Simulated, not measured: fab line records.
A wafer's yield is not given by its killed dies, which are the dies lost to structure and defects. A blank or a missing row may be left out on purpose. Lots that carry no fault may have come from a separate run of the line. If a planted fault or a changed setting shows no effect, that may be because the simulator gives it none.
Check for tools in common -- flow berkeley_cmos170 -- Sampled: 13 lots, 39 wafers

WHAT PROMPTED THE OPENING
UCB170_PSD_TW_MEAS_10, reading PSD_TW: flagged on 1 of 13 lots. Fault-free wafers read 2319, with a standard deviation of 24.
Rule: flag the lot when none of its wafers has a number, or when each of its wafers that has one lies beyond 4 standard deviations from that mean. The other lots count as sound.

lot,measured,on,"PSD_TW, wafer by wafer",flag
L546,day 8 07:32,film_metro-01,2334 2342 2325,
L547,day 8 07:49,film_metro-01,2333 2329 2328,
L549,day 8 23:22,film_metro-02,2339 2361 2348,
L551,day 8 23:37,film_metro-04,2303 2303 2315,
L550,day 8 23:51,film_metro-02,2359 2350 2349,
L552,day 8 23:58,film_metro-04,2312 2316 2291,
L554,day 9 21:32,film_metro-04,2279 2282 2299,
L557,day 9 21:38,film_metro-01,30 30 30,FLAGGED
L553,day 9 21:55,film_metro-02,2325 2320 2330,
L565,day 11 21:10,film_metro-04,2297 2300 2296,
L566,day 11 21:17,film_metro-01,2321 2312 2315,
L567,day 12 11:30,film_metro-01,2324 2335 2345,
L568,day 12 11:33,film_metro-04,2280 2269 2289,
The mean of the flagged lots' numbers is 30, -2289 from the usual (-95 standard deviations).

LOT BY LOT: THE TOOL USED
The record holds 3 process steps before the reading, out of a route of 331 steps. Cell contents, in order: the tool; ch with the chambers the sampled wafers went through; the start.
lot,flag,UCB170_GATE_ETCH_14,UCB170_NLDD_STRIP_10,UCB170_PSD_STRIP_09
L546,,"rie_diel-01 ch 0,1,2, day 7 19:38","plasma_asher-04 ch 0,1, day 7 23:38","plasma_asher-04 ch 0,1, day 8 07:23"
L547,,"rie_diel-03 ch 0,1,3, day 7 19:49","plasma_asher-04 ch 0,1, day 8 00:02","plasma_asher-04 ch 0,1, day 8 07:43"
L549,,"rie_diel-03 ch 1,3, day 8 08:33","plasma_asher-04 ch 0,1, day 8 15:59","plasma_asher-01 ch 0,1, day 8 23:15"
L551,,"rie_diel-01 ch 0,3, day 8 08:53","plasma_asher-01 ch 0,1, day 8 16:17","plasma_asher-02 ch 0,1, day 8 23:32"
L550,,"rie_diel-04 ch 0,2, day 8 09:10","plasma_asher-04 ch 0,1, day 8 16:32","plasma_asher-04 ch 0,1, day 8 23:44"
L552,,"rie_diel-01 ch 0,3, day 8 09:43","plasma_asher-03 ch 0, day 8 16:38","plasma_asher-01 ch 1, day 8 23:51"
L554,,"rie_diel-03 ch 1,2, day 9 06:35","plasma_asher-04 ch 0, day 9 11:05","plasma_asher-04 ch 0,1, day 9 21:25"
L557,FLAGGED,"rie_diel-04 ch 0,2,3, day 9 06:52","plasma_asher-04 ch 0,1, day 9 13:32","plasma_asher-01 ch 0,1, day 9 21:32"
L553,,"rie_diel-03 ch 0,1,2, day 9 06:54","plasma_asher-01 ch 1, day 9 13:42","plasma_asher-02 ch 0,1, day 9 21:48"
L565,,"rie_diel-03 ch 0,2,3, day 11 09:58","plasma_asher-04 ch 0,1, day 11 14:43","plasma_asher-04 ch 0,1, day 11 21:04"
L566,,"rie_diel-04 ch 0,1,2, day 11 09:41","plasma_asher-04 ch 0,1, day 11 14:13","plasma_asher-01 ch 0,1, day 11 21:11"
L567,,"rie_diel-04 ch 0,1,3, day 11 21:19","plasma_asher-03 ch 0,1, day 12 01:49","plasma_asher-01 ch 0,1, day 12 11:24"
L568,,"rie_diel-01 ch 1,3, day 11 21:25","plasma_asher-04 ch 0,1, day 12 02:02","plasma_asher-04 ch 1, day 12 11:26"
What the steps here do:
- UCB170_GATE_ETCH_14: etches BARC in N2/H2.
- UCB170_NLDD_STRIP_10: strips in O2.
- UCB170_PSD_STRIP_09: strips in O2.
- UCB170_PSD_TW_MEAS_10

FLAGGED AGAINST TOTAL, ONE TOOL AT A TIME (gauges that did the reading follow at the end)
step,tool,lots run,flagged,share of the flagged lots,sound lots run after its first flagged lot
UCB170_GATE_ETCH_14,rie_diel-01,4,0,none,-
UCB170_GATE_ETCH_14,rie_diel-03,5,0,none,-
UCB170_GATE_ETCH_14,rie_diel-04,4,1,all,"2 (L566,L567)"
UCB170_NLDD_STRIP_10,plasma_asher-01,2,0,none,-
UCB170_NLDD_STRIP_10,plasma_asher-03,2,0,none,-
UCB170_NLDD_STRIP_10,plasma_asher-04,9,1,all,"3 (L566,L565,L568)"
UCB170_PSD_STRIP_09,plasma_asher-01,5,1,all,"2 (L566,L567)"
UCB170_PSD_STRIP_09,plasma_asher-02,2,0,none,-
UCB170_PSD_STRIP_09,plasma_asher-04,6,0,none,-
UCB170_PSD_TW_MEAS_10,film_metro-01,5,1,all,"2 (L566,L567)"
UCB170_PSD_TW_MEAS_10,film_metro-02,3,0,none,-
UCB170_PSD_TW_MEAS_10,film_metro-04,5,0,none,-

THE TABLE: WHAT IT ALLOWS
4 rows of the table ran every flagged lot: rie_diel-04 at UCB170_GATE_ETCH_14, plasma_asher-04 at UCB170_NLDD_STRIP_10, plasma_asher-01 at UCB170_PSD_STRIP_09, film_metro-01 at UCB170_PSD_TW_MEAS_10.
- rie_diel-04 at UCB170_GATE_ETCH_14: 1 of its 4 lots flagged. Lots that were sound ran on it after the first flagged one (L566, L567); a persistent fault on the entire tool would not allow that.
- plasma_asher-04 at UCB170_NLDD_STRIP_10: 1 of its 9 lots flagged. Lots that were sound ran on it after the first flagged one (L566, L565, L568); a persistent fault on the entire tool would not allow that. Its own readings (oes_product_au) fall more than 4 standard deviations out on all wafers of the flagged lots.
- plasma_asher-01 at UCB170_PSD_STRIP_09: 1 of its 5 lots flagged. Lots that were sound ran on it after the first flagged one (L566, L567); a persistent fault on the entire tool would not allow that. Its own readings (oes_product_au, strip_time_to_endpoint_s) fall more than 4 standard deviations out on all wafers of the flagged lots.
- film_metro-01 at UCB170_PSD_TW_MEAS_10: 1 of its 5 lots flagged. Lots that were sound ran on it after the first flagged one (L566, L567); a persistent fault on the entire tool would not allow that.
Every row of the table either missed a flagged lot or ran a sound lot after the first.

WHAT HAD BEEN PUT IN BY THE SIMULATOR
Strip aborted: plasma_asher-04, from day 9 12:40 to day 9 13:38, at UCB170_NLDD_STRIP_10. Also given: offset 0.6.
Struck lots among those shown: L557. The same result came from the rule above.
